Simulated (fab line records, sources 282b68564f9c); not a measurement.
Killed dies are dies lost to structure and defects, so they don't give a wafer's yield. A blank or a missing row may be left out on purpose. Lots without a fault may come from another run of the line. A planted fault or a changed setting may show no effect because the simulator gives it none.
A struck lot beside a sound one | flow rit_cmos | 18 steps out of a route of 202
Sound: wafers L352.3, L352.4, L352.5. Struck: wafers L357.2, L357.3, L357.6. The cause comes at the end.
At each step with rows: each side's tool, then ch and its chambers, then its first start. Under that, the readings that differ: sound wafers | struck wafers | difference of the means | sigmas: that difference in standard deviations of wafers without a fault.
alike: readings whose means differ by less than 2 such deviations, and words and numbers that are the same on both sides. not compared: withheld readings, readings that some wafer has no value for, bounds like >300 that may hide the same value, and numbers for which the record gives no deviation and whose values overlap.
The two part at a step that has a row with sigmas, a row that says differs or no value, or rows on one side only. Numbers that don't overlap but have no deviation are shown without sigmas and don't part them. A reading that every wafer of one side lacks parts them only if that side has two wafers or more.

first, 2 steps without rows for these wafers: RIT_ACTIVE_CLEAN_17 (cleans in SC2, time 600 s); RIT_FOX1_OXIDATION_00 (target thk 350.7 nm, ox time 1130 s).
RIT_FOX1_THK_MEAS_01:
  sound on film_metro-01, day 2 22:52; struck on film_metro-04, day 3 23:57
  alike: FOX1_OXIDE_THK
then, 2 steps without rows for these wafers: RIT_FOX1_WET_ETCH_02 (etches SiO2 in BOE, target depth 350 nm, time 390 s); RIT_FOX2_OXIDATION_00 (target thk 350.7 nm, ox time 1130 s).
RIT_FOX2_THK_MEAS_01:
  sound on film_metro-01, day 3 00:22; struck on film_metro-01, day 4 01:26
  reading             | sound       | struck      | difference | sigmas
  FOX2_OXIDE_THK (nm) | 363 362 360 | 342 346 347 | -17        | -2
then, 2 steps without rows for these wafers: RIT_FOX2_CLEAN_02 (cleans in dHF, time 180 s); RIT_FOX2_WET_ETCH_03 (etches Si3N4 in H3PO4, target depth 195 nm, time 2700 s).
RIT_FOX2_THK_MEAS_90:
  sound on film_metro-01, day 3 01:15; struck on film_metro-01, day 4 02:19
  reading                     | sound       | struck      | difference | sigmas
  FIELD_OXIDE_LEFT_1_THK (nm) | 336 335 333 | 314 319 320 | -17        | -2
then, 3 steps without rows for these wafers: RIT_NWELL_HMDS_00 (prime time 60 s); RIT_NWELL_COAT_01 (resist thk 1300 nm); RIT_NWELL_SOFTBAKE_02 (time 60 s).
RIT_NWELL_EXPOSE_03: exposes mask M2, target cd 43900 nm.
  sound on iline_stepper-01 ch 0, day 3 01:47; struck on iline_stepper-02 ch 0, day 4 02:50
  reading                       | sound                | struck               | difference | sigmas
  model.NWELL.overlay_x_nm (nm) | -3.496 -3.496 -3.496 | -149.6 -149.6 -149.6 | -146.1     |
  alike: mask
then, 2 steps without rows for these wafers: RIT_NWELL_PEB_04; RIT_NWELL_DEVELOP_05 (develop time 68 s).
RIT_NWELL_OVL_MEAS_06:
  sound on overlay-02, day 3 02:11; struck on overlay-01, day 4 03:16
  reading        | sound          | struck               | difference | sigmas
  NWELL_OVL (nm) | -2.4 -1.3 -3.2 | -149.5 -150.4 -150.5 | -147.8     | -99 or more
then, 1 step without rows for these wafers: RIT_NWELL_HARDBAKE_07 (time 120 s).
RIT_M1_PROBE_99:
  sound on prober-02, day 4 14:06; struck on prober-01, day 5 15:47
  reading                                 | sound             | struck            | difference | sigmas
  model.etest.well_edge_right.line_ohm_um | 180.1 180.5 181   | 189 193 189.3     | +10        |
  model.etest.well_edge_left.line_ohm_um  | 179.4 179.8 179.9 | 175.1 173.4 172.4 | -6.1       |
  alike: killed_at_contacts, killed_at_front_end, killed_dies, killed_open, killed_short

WHERE THEY PART
First at RIT_FOX2_THK_MEAS_01; last, within this record, at RIT_NWELL_OVL_MEAS_06. Later steps at which nothing parts them and some readings are alike: RIT_M1_PROBE_99.

WHY: what the simulator had put in
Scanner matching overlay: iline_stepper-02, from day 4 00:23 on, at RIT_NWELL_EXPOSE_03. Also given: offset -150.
